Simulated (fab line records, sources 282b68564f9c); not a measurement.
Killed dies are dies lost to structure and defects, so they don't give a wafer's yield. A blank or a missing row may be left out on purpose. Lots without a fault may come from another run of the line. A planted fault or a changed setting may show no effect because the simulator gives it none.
Split-lot experiment | flow rit_cmos | 5 lots, 23 wafers read, on a route of 202 steps

THE SPLIT
At RIT_NWELL_COAT_01 (resist thk 1300 nm), the setting spin_rpm was moved away from the recipe's 2000 rpm on 10 of the 23 wafers read, by -4.0% to +6.7%. The other wafers ran this setting at the recipe's value.

FROM THE SPLIT TO THE READING: what the file shows between them, 3 steps
- RIT_NWELL_SOFTBAKE_02: time 60 s
- RIT_NWELL_EXPOSE_03: exposes mask M2, target cd 43900 nm
- RIT_NWELL_DEVELOP_05: develop time 68 s

THE READING
NOVOLAK_of_NWELL_COAT_01.thk_nm (the simulator's own value, which no gauge read), in nm, at RIT_NWELL_HARDBAKE_07 (time 120 s). The file gives no usual value for it. The 13 wafers here that ran the recipe average 1137 nm, standard deviation 2.9 nm.

wafer  | tool, chamber at the split | spin_rpm as run, rpm | against the recipe | NOVOLAK_of_NWELL_COAT_01.thk_nm, nm | against lot-mates on the recipe
L074.1 | litho_track-01, 0          | 2000                 | recipe             | 1139                                | -
L074.2 | litho_track-01, 0          | 2000                 | recipe             | 1139                                | -
L074.3 | litho_track-01, 0          | 2000                 | recipe             | 1137                                | -
L074.4 | litho_track-01, 0          | 2066                 | +3.3%              | 1122                                | -16
L074.5 | litho_track-01, 0          | 2066                 | +3.3%              | 1119                                | -19
L080.1 | litho_track-01, 0          | 2000                 | recipe             | 1131                                | -
L080.4 | litho_track-01, 0          | 2000                 | recipe             | 1131                                | -
L080.2 | litho_track-01, 0          | 2134                 | +6.7%              | 1097                                | -35
L080.5 | litho_track-01, 0          | 2134                 | +6.7%              | 1096                                | -36
L080.6 | litho_track-01, 0          | 2000                 | recipe             | 1134                                | -
L081.1 | litho_track-04, 0          | 2000                 | recipe             | 1138                                | -
L081.5 | litho_track-04, 0          | 2000                 | recipe             | 1138                                | -
L081.2 | litho_track-04, 0          | 1920                 | -4.0%              | 1163                                | +25
L081.3 | litho_track-04, 0          | 1920                 | -4.0%              | 1163                                | +25
L081.4 | litho_track-04, 0          | 1920                 | -4.0%              | 1159                                | +21
L082.1 | litho_track-04, 0          | 2000                 | recipe             | 1138                                | -
L082.3 | litho_track-04, 0          | 2000                 | recipe             | 1134                                | -
L082.6 | litho_track-04, 0          | 2000                 | recipe             | 1139                                | -
L085.1 | litho_track-03, 0          | 2000                 | recipe             | 1139                                | -
L085.5 | litho_track-03, 0          | 2000                 | recipe             | 1139                                | -
L085.3 | litho_track-03, 0          | 2043                 | +2.2%              | 1126                                | -13
L085.6 | litho_track-03, 0          | 2043                 | +2.2%              | 1126                                | -13
L085.4 | litho_track-03, 0          | 2043                 | +2.2%              | 1124                                | -15

THE FIT
A straight line over all 23 wafers: NOVOLAK_of_NWELL_COAT_01.thk_nm changes by -5.92 nm for each +1% of spin_rpm; r = -0.99; the points scatter about the line by 2.7 nm.
The same after taking each lot's own level away (the mean of its wafers on the recipe; 23 wafers): -5.58 nm for each +1%; r = -0.99; scatter 1.7 nm.
On that fit, the largest move of spin_rpm shifts the reading by 37 nm.
The lots' own levels span 1132.0 to 1139.0 nm, that is 2.4 times the standard deviation above.
So the lot-to-lot level changes the slope little: the two slopes agree.
Check: with one of the wafers moved furthest among these (+6.7%) left out of the fit, the line predicts -38 nm for it against its lot-mates. It came out at -35 nm against them.

OTHER SPLITS ON THESE WAFERS
These wafers also went through other splits before the reading. Each is held against what the fit with the lots' levels taken away leaves over:
other split on the same wafers | wafers away from the commonest value | r with NOVOLAK_of_NWELL_COAT_01.thk_nm (lot level and that fit taken away)
RIT_ACTIVE_COAT_06 spin_rpm    | 9                                    | +0.03

THE WHOLE CHAIN: every reading that the file lists as answering this split, in the file's order
step                  | what it does       | reading                                                                          | change (the file's fit)              | r (the file's)
RIT_NWELL_COAT_01     | resist thk 1300 nm | NOVOLAK_of_NWELL_COAT_01.thk_nm (the simulator's own value, which no gauge read) | -6.39 nm for each +1% of the setting | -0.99
RIT_NWELL_HARDBAKE_07 | time 120 s         | NOVOLAK_of_NWELL_COAT_01.thk_nm (the simulator's own value, which no gauge read) | -5.5 nm for each +1% of the setting  | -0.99

THE FILE'S OWN FIT
NOVOLAK_of_NWELL_COAT_01.thk_nm changes by -5.5 nm for each +1% of spin_rpm, r = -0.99.
